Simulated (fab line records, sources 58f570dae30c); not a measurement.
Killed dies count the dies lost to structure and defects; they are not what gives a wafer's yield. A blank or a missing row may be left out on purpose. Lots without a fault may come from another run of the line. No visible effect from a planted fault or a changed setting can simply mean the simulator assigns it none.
Which tool did it? || flow berkeley cmos170 || 7 lots, 21 wafers sampled, at 1 step of a route of 331

## WHAT THE GAUGES READ, wafer by wafer
UCB170_NSD_TW_MEAS_10.
{"lot": "L404", "measured": "day 6 20:55", "on": "film metro-03", "NSD_TW": "4211 4203 4198"}
{"lot": "L409", "measured": "day 7 19:50", "on": "film metro-02", "NSD_TW": "4213 4227 4232"}
{"lot": "L408", "measured": "day 8 02:17", "on": "film metro-02", "NSD_TW": "4238 4202 4225"}
{"lot": "L414", "measured": "day 9 01:49", "on": "film metro-01", "NSD_TW": "4200 4231 4230"}
{"lot": "L417", "measured": "day 9 23:17", "on": "film metro-01", "NSD_TW": "4202 4210 4193"}
{"lot": "L423", "measured": "day 10 18:19", "on": "film metro-02", "NSD_TW": "4272 4287 4261"}
{"lot": "L424", "measured": "day 11 04:11", "on": "film metro-03", "NSD_TW": "4253 4233 4268"}

## EACH LOT AND THE TOOL THAT RAN IT (in order: tool; ch and the chambers of the sampled wafers; start)
There is no process step in the record ahead of these readings.

## THE ANSWER, worked out from the rows above alone
Rule: the usual values come from the lots themselves. The widest of any qualifying gaps counts: lots, ordered by their means at a reading, are off when they make up no more than a third of the lots, leave a main group of 4 or more, and stand apart from it by 3 or more times the standard deviation of that group's means. Not used: any main group whose means are identical at the precision the tables above print for the reading. A lot without any number at a reading at which 4 lots or more have one is off too. All remaining lots with rows at the step are treated as sound.
No lot is off on any of the readings shown, so nothing can be concluded from this.

## WHAT THE SIMULATOR HAD PUT IN
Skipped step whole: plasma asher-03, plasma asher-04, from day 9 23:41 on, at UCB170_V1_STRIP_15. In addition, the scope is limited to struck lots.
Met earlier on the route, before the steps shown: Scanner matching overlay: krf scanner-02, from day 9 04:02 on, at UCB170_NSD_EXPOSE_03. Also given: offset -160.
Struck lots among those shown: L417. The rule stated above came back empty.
